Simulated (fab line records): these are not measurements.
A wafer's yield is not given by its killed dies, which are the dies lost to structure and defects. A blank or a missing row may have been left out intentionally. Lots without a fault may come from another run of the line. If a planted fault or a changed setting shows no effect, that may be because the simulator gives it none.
A single fault, viewed from 2 desks    flow berkeley_cmos170    every desk sees just its own numbers, and what lay behind them comes last

== THE TOOL OWNER'S DESK: litho_track-03 ==
The tool's own readings at UCB170_CONTACT_SOFTBAKE_11 (time 60 s): means of the sampled wafers that have a number, for each lot that ran on this tool. A lot is out of limits, marked OUT, if its mean lies more than 4 standard deviations from the usual mean; the brackets give that distance.
Columns: A = heater_power_total_W at UCB170_CONTACT_SOFTBAKE_11, usual 56.80 W; B = resist_line_temp_C at UCB170_CONTACT_SOFTBAKE_11, usual 23.00 C; C = run_length_s at UCB170_CONTACT_SOFTBAKE_11, usual 89.02 s
lot   first seen here  A                B      C
L490  day 7 22:00      56.79            22.91  89.34
L492  day 7 23:00      56.75            23.01  89.32
L499  day 9 15:00      60.01 (+62) OUT  23.16  79.29 (-42) OUT
L501  day 9 23:00      60.01 (+62) OUT  22.97  79.12 (-43) OUT
This desk's verdict: out of limits on L499, L501, starting with L499 at day 9 15:00 (heater_power_total_W at UCB170_CONTACT_SOFTBAKE_11). L490, L492: within limits.

== FROM THE METROLOGY DESK ==
Lot by lot, what the gauges showed, no matter which tool ran the lot: averages of those sampled wafers that carry a number. A lot is out of limits, marked OUT, if its mean lies more than 4 standard deviations from the usual mean; the brackets give that distance.
Columns: A = GATE_OVL at UCB170_GATE_OVL_MEAS_13, usual 3 nm
lot   first seen here  A
L485  day 5 23:59      8
L487  day 6 15:08      1
L488  day 6 15:23      -1
L489  day 6 21:08      7
L491  day 7 02:53      4
L490  day 7 03:03      -3
L492  day 7 03:13      -3
L496  day 8 03:53      -4
L499  day 8 18:26      -8
L501  day 8 23:16      -5
L504  day 9 20:58      0
L505  day 9 21:05      10
L506  day 10 04:35     1
L508  day 10 11:47     10
This desk found nothing out of limits on any of the 14 lots.

== PUT TOGETHER ==
The tool owner's desk had the chance to raise an alarm at day 9 15:00 on L499, L501.
Nothing out of limits was seen by the metrology desk.
The metrology desk holds a record of L499, L501, inside its limits.
Of the lots named, all ran UCB170_CONTACT_SOFTBAKE_11 on litho_track-03.

== WHAT WAS PUT IN BY THE SIMULATOR ==
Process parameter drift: litho_track-03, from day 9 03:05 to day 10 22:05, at UCB170_CONTACT_SOFTBAKE_11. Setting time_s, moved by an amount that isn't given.
Struck lots among those shown: L499, L501.
Time in hours from fault onset to the first out-of-limits reading at each desk: the tool owner's desk, 12.
